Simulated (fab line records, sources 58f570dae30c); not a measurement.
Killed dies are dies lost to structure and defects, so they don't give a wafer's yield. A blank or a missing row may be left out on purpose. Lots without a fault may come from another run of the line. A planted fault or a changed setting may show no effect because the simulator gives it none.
Problem report in the 8D (eight disciplines) form, filled by code | flow berkeley_cmos170 | the parts of the form that need people (team, actions taken, sign-off) are left out

1. THE PROBLEM
M3_AL_RS at UCB170_M3_RS_MEAS_02 reads a mean of 0.0414 ohm/sq on 1 wafer of 1 lot; wafers without a fault read 0.0320 ohm/sq with a standard deviation of 0.00037. That is +25 standard deviations from the usual mean.
The step: measures by four-point-probe.
First seen on wafer L377.3, day 13 20:50, on film_metro-04. The record holds 39 wafers of 13 lots with a number at this step. Rule for "out", or "out of limits": more than 4 standard deviations from the usual mean. The other wafers with a number count as sound.

2. WHAT IT IS AND WHAT IT IS NOT
question                    | is                | is not
which readings at this step | M3_AL_RS          | -
which lots                  | L377              | L355, L356, L357, L359, L360, L362, L364, L367, L369, L371, L374, L375
which wafers of those lots  | L377.3            | L377.5, L377.6
read on which gauges        | film_metro-04     | film_metro-01, film_metro-02
when                        | from day 13 20:50 | up to then (38 sound wafers)

3. SUSPECTS, AND WHAT RULES EACH OUT
Counting: a tool at a process step up to the reading stays a suspect if it ran every lot that is out. Sound lots after the first of them don't rule it out here, since some wafers of a struck lot are sound.
- the gauge at UCB170_M3_RS_MEAS_02: ruled out. All the wafers that are out were read on film_metro-04, but those of them that UCB170_M3_METAL_ETCH_18 has rows for are out there too, on other tools.
- rie_diel-04 at UCB170_PWELL_ETCH_14 (etches Si3N4 in CH3F/Ar/O2, stops on SiO2, target depth 242 nm, time 151 s): kept. It ran the lot that is out, L377 (day 8 10:02); its last sound lot up to then is L374 (day 7 13:12).
- pecvd-01 at UCB170_SPACER_CVD_00 (deposits SiO2 from TEOS/O2, target thk 376 nm, time 47 s): kept. It ran the lot that is out, L377 (day 12 16:39); its last sound lot up to then is L369 (day 10 08:42).
- pvd_sputter-02 at UCB170_M3_SPUTTER_01 (material Al, target thk 900 nm, time 120 s): kept. It ran the lot that is out, L377 (day 13 20:42); its last sound lot up to then is L364 (day 10 23:41).
Left after counting: rie_diel-04 at UCB170_PWELL_ETCH_14, pecvd-01 at UCB170_SPACER_CVD_00, pvd_sputter-02 at UCB170_M3_SPUTTER_01.

4. THE CAUSE (what the simulator had put in)
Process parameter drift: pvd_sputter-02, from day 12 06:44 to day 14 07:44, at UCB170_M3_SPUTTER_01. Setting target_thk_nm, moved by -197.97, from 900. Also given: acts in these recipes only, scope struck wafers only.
Counting left 3 suspects, and this tool is among them.

5. THE CHAIN OF EFFECTS, in route order
Each row: a reading whose mean over the struck wafers that have a number lies more than 3 standard deviations from the usual. Only readings for which the record gives a usual standard deviation are gone through. hours: the time from each lot's start at the first step in this table that gives one to its start at this step, as a median over the lots. sigmas: the change in usual standard deviations.
hours | step                    | reading        | usual         | on struck wafers | change  | sigmas
0     | UCB170_M3_RS_MEAS_02    | M3_AL_RS       | 0.0320 ohm/sq | 0.0414           | +0.0094 | +25
0     | UCB170_M3_THK_MEAS_03   | M3_AL_THK      | 895 nm        | 694              | -201    | -17
2     | UCB170_M3_METAL_ETCH_18 | oes_product_au | 0.856 a.u.    | 0.760            | -0.096  | -9.9
The process steps in it:
- UCB170_M3_METAL_ETCH_18: etches Al in Cl2/BCl3, stops on SiO2, target depth 1170 nm, time 195 s.

6. WHAT WOULD HAVE CAUGHT IT SOONER
In this record the first reading out of limits at a measuring or inspecting step was taken at day 13 20:50, 38 hours after the fault began at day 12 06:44.
Of the tool readings at UCB170_M3_SPUTTER_01 for which the record gives a usual standard deviation, none was out on any struck wafer, so an alarm limit of 4 standard deviations on them would not have fired.
All the lots that are out (1) had begun UCB170_M3_SPUTTER_01 on pvd_sputter-02 by day 13 20:50. A hold on the tool at that time would have spared none of them.
